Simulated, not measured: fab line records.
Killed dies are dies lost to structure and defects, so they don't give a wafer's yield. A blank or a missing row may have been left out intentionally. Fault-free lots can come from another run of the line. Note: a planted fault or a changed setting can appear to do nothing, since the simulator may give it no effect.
Which tool is to blame? ; flow berkeley-cmos170 ; 15 lots with 44 wafers sampled at 5 steps, on a route of 331 steps

WHAT THE GAUGES SHOWED, per wafer
UCB170_PWELL_OVL_MEAS_13. Usual: for PWELL_OVL the level is 2 nm and the standard deviation is 5.7.
lot;measured;on;PWELL_OVL (nm);flag
L282;day 3 08:31;overlay-02;9 8 5;
L281;day 3 08:47;overlay-01;-1 0 0;
L284;day 3 11:52;overlay-01;20 3 5;
L283;day 3 12:07;overlay-01;-5 4 4;
L285;day 3 19:04;overlay-02;-1 3 0;
L287;day 4 06:01;overlay-01;10 5;
L286;day 4 06:04;overlay-02;2 6 11;
L289;day 4 17:59;overlay-01;7 6 4;
L291;day 5 07:20;overlay-02;3 10 4;
L292;day 5 18:02;overlay-02;0 2 6;
L296;day 6 09:31;overlay-01;-8 -4 -3;
L297;day 6 10:02;overlay-02;16 2 8;
L302;day 7 08:23;overlay-01;-14 -8 -8;
L303;day 7 13:50;overlay-01;8 6 6;
L304;day 7 20:05;overlay-01;-1 -5 -2;

UCB170_PFIELD_TW_MEAS_09. Usual: for PFIELD_TW the level is 602.5 and the standard deviation is 2.5.
lot;measured;on;PFIELD_TW;flag
L282;day 4 22:34;film-metro-03;601.7 604.1 601.2;
L281;day 4 22:17;film-metro-03;606.4 601.5 607.8;
L284;day 4 22:57;film-metro-01;603.8 604.5 604.7;
L283;day 4 23:14;film-metro-03;602.4 604.8 605.5;
L285;day 5 05:41;film-metro-01;602.1 598.0 601.3;
L287;day 5 15:44;film-metro-01;586.3 589.0 589.0 590.2;OFF
L286;day 5 12:57;film-metro-03;605.9 605.4 605.0;
L289;day 6 00:41;film-metro-03;591.1 590.7 591.1 591.3 588.7 591.8;OFF
L291;day 6 16:59;film-metro-03;588.6 592.0 589.6 590.8 592.2 587.9;OFF
L292;day 6 23:56;film-metro-02;606.9 606.8 605.1;
L296;day 7 13:47;film-metro-02;602.1 601.5 602.4;
L297;day 7 13:32;film-metro-03;599.3 601.5 602.1;
L302;day 8 10:49;film-metro-02;606.6 606.3 603.4;
L303;day 8 20:26;film-metro-03;603.3 602.8 604.5;
L304;day 9 06:37;film-metro-02;605.1 602.2 605.5;

UCB170_PSD_TW_MEAS_10. Usual: for PSD_TW the level is 2331 and the standard deviation is 18.
lot;measured;on;PSD_TW;flag
L282;day 6 20:11;film-metro-01;2330 2329 2318;
L281;day 6 20:20;film-metro-04;2308 2315 2318;
L284;day 6 19:50;film-metro-02;2350 2352 2344;
L283;day 6 22:33;film-metro-04;2310 2305 2324;
L285;day 7 11:07;film-metro-02;2338 2332 2325;
L287;day 7 21:05;film-metro-01;2335 2328;
L286;day 7 21:18;film-metro-02;2321 2335 2337;
L289;day 8 03:06;film-metro-04;2299 2308 2300;
L291;day 8 15:36;film-metro-02;2353 2352 2351;
L292;day 9 07:31;film-metro-02;2349 2348 2341;
L296;day 9 18:49;film-metro-04;2313 2315 2310;
L297;day 9 18:54;film-metro-01;2343 2330 2348;
L302;day 10 21:27;film-metro-01;2329 2323 2326;
L303;day 11 06:32;film-metro-02;2346 2343 2340;
L304;day 11 10:52;film-metro-01;2329 2335 2320;

TOOL THAT RAN EACH LOT (tool first, then ch and the chambers of the sampled wafers, then the start)
lot;UCB170_PFIELD_IMPLANT_07;UCB170_SPACER_CVD_00
L282;implanter-01 ch 0, day 4 22:19;pecvd-02 ch 0,1, day 6 14:33
L281;implanter-03 ch 0, day 4 22:02;pecvd-04 ch 0,1, day 6 15:55
L284;implanter-03 ch 0, day 4 22:43;pecvd-02 ch 0,1,2, day 6 14:30
L283;implanter-01 ch 0, day 4 23:02;pecvd-03 ch 0,1,2, day 6 18:01
L285;implanter-01 ch 0, day 5 05:27;pecvd-02 ch 0,1,2, day 7 05:34
L287;implanter-01 ch 0, day 5 15:31;pecvd-04 ch 0,2, day 7 16:05
L286;implanter-01 ch 0, day 5 12:41;pecvd-03 ch 0,1,2, day 7 16:04
L289;implanter-01 ch 0, day 6 00:28;pecvd-02 ch 0,1,2, day 7 20:26
L291;implanter-01 ch 0, day 6 16:46;pecvd-02 ch 1,2, day 8 08:40
L292;implanter-03 ch 0, day 6 23:41;pecvd-03 ch 0,2, day 9 00:13
L296;implanter-02 ch 0, day 7 13:32;pecvd-04 ch 0,2, day 9 09:50
L297;implanter-03 ch 0, day 7 13:19;pecvd-03 ch 1,2, day 9 11:14
L302;implanter-02 ch 0, day 8 10:37;pecvd-02 ch 0,1,2, day 10 14:25
L303;implanter-03 ch 0, day 8 20:13;pecvd-02 ch 0,1,2, day 10 23:35
L304;implanter-02 ch 0, day 9 06:22;pecvd-03 ch 1,2, day 11 04:55
- UCB170_PFIELD_IMPLANT_07
- UCB170_SPACER_CVD_00: deposits SiO2 from TEOS/O2, target thk 376 nm, time 47 s.

AS READ BY THE TOOLS THEMSELVES (means over the sampled wafers that have a number; for cases with no such wafer, the mark the record gives instead)
UCB170_PFIELD_IMPLANT_07. Usual: dose-ions-cm2 1.9998e+13, standard deviation 2e+10; faraday-current-uA 63.5, standard deviation 1.3.
lot;tool;dose-ions-cm2;faraday-current-uA;flag
L282;implanter-01;2.0003e+13;64.9;
L281;implanter-03;1.9983e+13;63.5;
L284;implanter-03;2.0016e+13;63.1;
L283;implanter-01;1.9998e+13;63.7;
L285;implanter-01;1.9979e+13;63.6;
L287;implanter-01;1.8789e+13;58.4;OFF
L286;implanter-01;1.9982e+13;63.7;
L289;implanter-01;1.8814e+13;59.9;OFF
L291;implanter-01;1.8773e+13;58.5;OFF
L292;implanter-03;1.9992e+13;64.6;
L296;implanter-02;1.9994e+13;65.0;
L297;implanter-03;2.0012e+13;64.6;
L302;implanter-02;1.9994e+13;64.1;
L303;implanter-03;2.0007e+13;64.9;
L304;implanter-02;2.0015e+13;62.6;

UCB170_SPACER_CVD_00. Usual: heater-power-w reads 241 W (standard deviation 43).
lot;tool;heater-power-w (W);flag
L282;pecvd-02;220;
L281;pecvd-04;218;
L284;pecvd-02;251;
L283;pecvd-03;229;
L285;pecvd-02;220;
L287;pecvd-04;234;
L286;pecvd-03;251;
L289;pecvd-02;257;
L291;pecvd-02;239;
L292;pecvd-03;257;
L296;pecvd-04;236;
L297;pecvd-03;168;
L302;pecvd-02;244;
L303;pecvd-02;249;
L304;pecvd-03;206;

THE ANSWER, worked out from the rows above alone
Rule: a lot is off if the mean of its wafers that have a number lies more than 3 standard deviations from the usual mean. Also off: a lot with no number at a reading for which 4 or more lots have one. Any other lot the step has rows for is counted as sound. The gauges are gone through in route order, then the tools' own readings, and for those a lot's mean is taken as printed above. At the first step where some lot is off, the reading lying furthest off is the one used; lots without a number count as furthest.
Off: L287, L289, L291, seen at UCB170_PFIELD_TW_MEAS_09 (PFIELD_TW).
If a tool, at a process step before that reading, ran all the lots that are off and no sound lot after the first of them, it fits. Not tried: the gauges at UCB170_PFIELD_TW_MEAS_09; whatever is off there is also off at UCB170_PFIELD_IMPLANT_07, on other tools, and gauge error can't account for it. One candidate fits, namely implanter-01 at UCB170_PFIELD_IMPLANT_07. Its last sound lot is L286 (day 5 12:41), its first lot that is off L287 (day 5 15:31): a fault that began between those two fits.
The tool's own readings at UCB170_PFIELD_IMPLANT_07 bear it out: on the lots that are off they differ by more than 5 times the standard deviation of the sound lots' means. dose-ions-cm2 reads 1.8792e+13 there against 1.9998e+13 on the sound lots; faraday-current-uA reads 58.9 there against 64.0 on the sound lots.

WHAT WAS PUT IN BY THE SIMULATOR
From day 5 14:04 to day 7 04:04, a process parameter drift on implanter-01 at UCB170_PFIELD_IMPLANT_07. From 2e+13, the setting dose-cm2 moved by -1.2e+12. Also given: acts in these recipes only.
Lots struck among those shown: L287, L289, L291. Same finding as the rule above.
